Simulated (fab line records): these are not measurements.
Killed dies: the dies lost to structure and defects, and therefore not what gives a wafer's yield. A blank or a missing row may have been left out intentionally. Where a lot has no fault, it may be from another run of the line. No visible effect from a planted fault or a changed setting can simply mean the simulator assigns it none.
Lot-split experiment + flow rit-cmos + on a route of 202 steps: 5 lots, 23 wafers read

== SPLIT DETAILS ==
At RIT_SPACER_CVD_03 (deposits Si3N4 from SiH2Cl2/NH3, target thk 250 nm, time 3300 s), the setting sih2cl2-flow-sccm was moved away from the recipe's 60 sccm on 15 of the 23 wafers read, by +4.2% to +6.8%. This setting was run at the recipe's value on the other wafers.

The reading is taken at the split's own step.

== THE READING ==
Si3N4_of_SPACER_CVD_03.thk-nm (the simulator's own value, which no gauge read), in nm, at RIT_SPACER_CVD_03 (deposits Si3N4 from SiH2Cl2/NH3, target thk 250 nm, time 3300 s). The file does not state a usual value for it. The 8 wafers here that ran the recipe average 249.3 nm, standard deviation 1.2 nm.

| wafer  | tool, chamber at the split | sih2cl2-flow-sccm as run, sccm | against the recipe | Si3N4_of_SPACER_CVD_03.thk-nm, nm | against lot-mates on the recipe |
|--------|----------------------------|--------------------------------|--------------------|-----------------------------------|---------------------------------|
| L076.1 | lpcvd-01, 1                | 60                             | recipe             | 248.8                             | -                               |
| L076.4 | lpcvd-01, 1                | 60                             | recipe             | 249                               | -                               |
| L076.5 | lpcvd-01, 1                | 60                             | recipe             | 249.2                             | -                               |
| L077.1 | -, -                       | 63.69                          | +6.1%              | 253.7                             | no lot-mate on the recipe       |
| L077.2 | -, -                       | 63.69                          | +6.1%              | 255.1                             | no lot-mate on the recipe       |
| L077.3 | -, -                       | 63.69                          | +6.1%              | 253.2                             | no lot-mate on the recipe       |
| L077.4 | -, -                       | 63.69                          | +6.1%              | 255.8                             | no lot-mate on the recipe       |
| L077.6 | -, -                       | 63.69                          | +6.1%              | 254.3                             | no lot-mate on the recipe       |
| L079.2 | -, -                       | 60                             | recipe             | 246.6                             | -                               |
| L079.3 | -, -                       | 60                             | recipe             | 249.3                             | -                               |
| L079.4 | -, -                       | 60                             | recipe             | 251                               | -                               |
| L079.5 | -, -                       | 60                             | recipe             | 250.1                             | -                               |
| L079.6 | -, -                       | 60                             | recipe             | 250.3                             | -                               |
| L082.2 | -, -                       | 64.06                          | +6.8%              | 255.2                             | no lot-mate on the recipe       |
| L082.3 | -, -                       | 64.06                          | +6.8%              | 255.3                             | no lot-mate on the recipe       |
| L082.4 | -, -                       | 64.06                          | +6.8%              | 255                               | no lot-mate on the recipe       |
| L082.5 | -, -                       | 64.06                          | +6.8%              | 254.7                             | no lot-mate on the recipe       |
| L082.6 | -, -                       | 64.06                          | +6.8%              | 256.3                             | no lot-mate on the recipe       |
| L085.1 | -, -                       | 62.5                           | +4.2%              | 252.8                             | no lot-mate on the recipe       |
| L085.2 | -, -                       | 62.5                           | +4.2%              | 253                               | no lot-mate on the recipe       |
| L085.3 | -, -                       | 62.5                           | +4.2%              | 254.4                             | no lot-mate on the recipe       |
| L085.4 | -, -                       | 62.5                           | +4.2%              | 254.4                             | no lot-mate on the recipe       |
| L085.5 | -, -                       | 62.5                           | +4.2%              | 253.5                             | no lot-mate on the recipe       |

FIT RESULTS
A straight line over all 23 wafers: Si3N4_of_SPACER_CVD_03.thk-nm changes by +0.875 nm for each +1% of sih2cl2-flow-sccm; r = +0.93; the points scatter about the line by 1 nm.
Too few moved wafers have a lot-mate on the recipe to fit a line with each lot's own level taken away.

== FILE'S OWN FIT ==
Si3N4_of_SPACER_CVD_03.thk-nm changes by +0.879 nm for each +1% of sih2cl2-flow-sccm, r = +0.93.
